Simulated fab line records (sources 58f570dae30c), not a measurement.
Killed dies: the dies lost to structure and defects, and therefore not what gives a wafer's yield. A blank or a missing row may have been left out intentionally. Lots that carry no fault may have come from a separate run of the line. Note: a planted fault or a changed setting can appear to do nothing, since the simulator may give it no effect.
Lot-split experiment || flow berkeleyCmos170 || route with 331 steps; 5 lots, 23 wafers read

THE SPLIT
At UCB170_NSD_STRIP_09 (strips in O2), the setting powerW was moved away from the recipe's 400 W on 5 of the 23 wafers read, by -5.4% to +11.6%. This setting was run at the recipe's value on the other wafers.

The reading is taken at the split's own step.

THE READING
oesProductAu, in a.u., at UCB170_NSD_STRIP_09 (strips in O2). Typical for fault-free wafers on this fab line: 0.534 a.u., with standard deviation 0.0046 a.u.

{"wafer": "L076.2", "tool, chamber at the split": "plasmaAsher-02, 0", "powerW as run, W": 400, "against the recipe": "recipe", "oesProductAu, a.u.": 0.528, "against lot-mates on the recipe": "-"}
{"wafer": "L076.3", "tool, chamber at the split": "plasmaAsher-02, 1", "powerW as run, W": 400, "against the recipe": "recipe", "oesProductAu, a.u.": 0.529, "against lot-mates on the recipe": "-"}
{"wafer": "L076.4", "tool, chamber at the split": "plasmaAsher-02, 0", "powerW as run, W": 400, "against the recipe": "recipe", "oesProductAu, a.u.": 0.528, "against lot-mates on the recipe": "-"}
{"wafer": "L076.5", "tool, chamber at the split": "plasmaAsher-02, 1", "powerW as run, W": 446.4, "against the recipe": "+11.6%", "oesProductAu, a.u.": 0.557, "against lot-mates on the recipe": "+0.029"}
{"wafer": "L076.6", "tool, chamber at the split": "plasmaAsher-02, 0", "powerW as run, W": 446.4, "against the recipe": "+11.6%", "oesProductAu, a.u.": 0.563, "against lot-mates on the recipe": "+0.035"}
{"wafer": "L079.2", "tool, chamber at the split": "plasmaAsher-03, 0", "powerW as run, W": 400, "against the recipe": "recipe", "oesProductAu, a.u.": 0.538, "against lot-mates on the recipe": "-"}
{"wafer": "L079.3", "tool, chamber at the split": "plasmaAsher-03, 0", "powerW as run, W": 400, "against the recipe": "recipe", "oesProductAu, a.u.": 0.527, "against lot-mates on the recipe": "-"}
{"wafer": "L079.4", "tool, chamber at the split": "plasmaAsher-03, 1", "powerW as run, W": 400, "against the recipe": "recipe", "oesProductAu, a.u.": 0.534, "against lot-mates on the recipe": "-"}
{"wafer": "L079.5", "tool, chamber at the split": "plasmaAsher-03, 1", "powerW as run, W": 400, "against the recipe": "recipe", "oesProductAu, a.u.": 0.537, "against lot-mates on the recipe": "-"}
{"wafer": "L079.6", "tool, chamber at the split": "plasmaAsher-03, 0", "powerW as run, W": 400, "against the recipe": "recipe", "oesProductAu, a.u.": 0.531, "against lot-mates on the recipe": "-"}
{"wafer": "L082.1", "tool, chamber at the split": "plasmaAsher-03, 1", "powerW as run, W": 400, "against the recipe": "recipe", "oesProductAu, a.u.": 0.536, "against lot-mates on the recipe": "-"}
{"wafer": "L082.3", "tool, chamber at the split": "plasmaAsher-03, 1", "powerW as run, W": 378.2, "against the recipe": "-5.4%", "oesProductAu, a.u.": 0.517, "against lot-mates on the recipe": -0.017}
{"wafer": "L082.4", "tool, chamber at the split": "plasmaAsher-03, 0", "powerW as run, W": 400, "against the recipe": "recipe", "oesProductAu, a.u.": 0.533, "against lot-mates on the recipe": "-"}
{"wafer": "L082.5", "tool, chamber at the split": "plasmaAsher-03, 1", "powerW as run, W": 378.2, "against the recipe": "-5.4%", "oesProductAu, a.u.": 0.532, "against lot-mates on the recipe": -0.002}
{"wafer": "L082.6", "tool, chamber at the split": "plasmaAsher-03, 0", "powerW as run, W": 378.2, "against the recipe": "-5.4%", "oesProductAu, a.u.": 0.529, "against lot-mates on the recipe": -0.005}
{"wafer": "L083.1", "tool, chamber at the split": "plasmaAsher-04, 1", "powerW as run, W": 400, "against the recipe": "recipe", "oesProductAu, a.u.": 0.526, "against lot-mates on the recipe": "-"}
{"wafer": "L083.2", "tool, chamber at the split": "plasmaAsher-04, 0", "powerW as run, W": 400, "against the recipe": "recipe", "oesProductAu, a.u.": 0.534, "against lot-mates on the recipe": "-"}
{"wafer": "L083.3", "tool, chamber at the split": "plasmaAsher-04, 1", "powerW as run, W": 400, "against the recipe": "recipe", "oesProductAu, a.u.": 0.531, "against lot-mates on the recipe": "-"}
{"wafer": "L083.4", "tool, chamber at the split": "plasmaAsher-04, 0", "powerW as run, W": 400, "against the recipe": "recipe", "oesProductAu, a.u.": 0.534, "against lot-mates on the recipe": "-"}
{"wafer": "L083.5", "tool, chamber at the split": "plasmaAsher-04, 0", "powerW as run, W": 400, "against the recipe": "recipe", "oesProductAu, a.u.": 0.537, "against lot-mates on the recipe": "-"}
{"wafer": "L085.2", "tool, chamber at the split": "plasmaAsher-02, 1", "powerW as run, W": 400, "against the recipe": "recipe", "oesProductAu, a.u.": 0.531, "against lot-mates on the recipe": "-"}
{"wafer": "L085.3", "tool, chamber at the split": "plasmaAsher-02, 1", "powerW as run, W": 400, "against the recipe": "recipe", "oesProductAu, a.u.": 0.539, "against lot-mates on the recipe": "-"}
{"wafer": "L085.4", "tool, chamber at the split": "plasmaAsher-02, 0", "powerW as run, W": 400, "against the recipe": "recipe", "oesProductAu, a.u.": 0.538, "against lot-mates on the recipe": "-"}

FIT RESULTS
A straight line over all 23 wafers: oesProductAu changes by +0.00205 a.u. for each +1% of powerW; r = +0.87; the points scatter about the line by 0.0049 a.u.
The same after taking each lot's own level away (the mean of its wafers on the recipe; 23 wafers): +0.00242 a.u. for each +1%; r = +0.91; scatter 0.0044 a.u.
On that fit, the largest move of powerW shifts the reading by 0.028 a.u.
From 0.5283 to 0.5360 a.u.: that is the span of the lots' own levels, equal to 1.7 times the standard deviation above.
In other words, the slope is changed by the lot-to-lot level; the two fits disagree.
Check: with one of the wafers moved furthest among these (+11.6%) left out of the fit, the line predicts +0.0292 a.u. for it against its lot-mates. It came out at +0.0287 a.u. against them.
Tool readings at the split's step, against how far the setting was moved: oesProductAu r = +0.87; stripTimeToEndpointS r = -0.99.

THESE WAFERS: OTHER SPLITS
These wafers also went through other splits before the reading. Each is held against what the fit with the lots' levels taken away leaves over:
{"other split on the same wafers": "UCB170_NWELL_COAT_07 spinRpm", "wafers away from the commonest value": 9, "r with oesProductAu (lot level and that fit taken away)": -0.06}
{"other split on the same wafers": "UCB170_NWELL_ETCH_13 overEtchFrac", "wafers away from the commonest value": 5, "r with oesProductAu (lot level and that fit taken away)": -0.17}
{"other split on the same wafers": "UCB170_PWELL_CVD_05 pressureMtorr", "wafers away from the commonest value": 18, "r with oesProductAu (lot level and that fit taken away)": -0.16}
{"other split on the same wafers": "UCB170_PWELL_ETCH_14 timeS", "wafers away from the commonest value": 10, "r with oesProductAu (lot level and that fit taken away)": -0.10}
{"other split on the same wafers": "UCB170_ACTIVE_CVD_05 tempC", "wafers away from the commonest value": 18, "r with oesProductAu (lot level and that fit taken away)": "+0.03"}
{"other split on the same wafers": "UCB170_FIELD_OXIDATION_01 tempC", "wafers away from the commonest value": 18, "r with oesProductAu (lot level and that fit taken away)": "+0.17"}
{"other split on the same wafers": "UCB170_NVT_IMPLANT_07 energyKev", "wafers away from the commonest value": 7, "r with oesProductAu (lot level and that fit taken away)": "+0.09"}
{"other split on the same wafers": "UCB170_NSD_PEB_04 pebTempC", "wafers away from the commonest value": 6, "r with oesProductAu (lot level and that fit taken away)": "+0.14"}

THE WHOLE CHAIN: every reading that the file lists as answering this split, in the file's order
{"step": "UCB170_NSD_STRIP_09", "what it does": "strips in O2", "reading": "oesProductAu", "change (the file's fit)": "+0.00252 a.u. for each +1% of the setting", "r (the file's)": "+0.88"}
{"step": "UCB170_NSD_STRIP_09", "what it does": "strips in O2", "reading": "stripTimeToEndpointS", "change (the file's fit)": "withheld for each +1% of the setting", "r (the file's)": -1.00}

THE FILE'S OWN FIT
oesProductAu changes by +0.00252 a.u. for each +1% of powerW, r = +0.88.
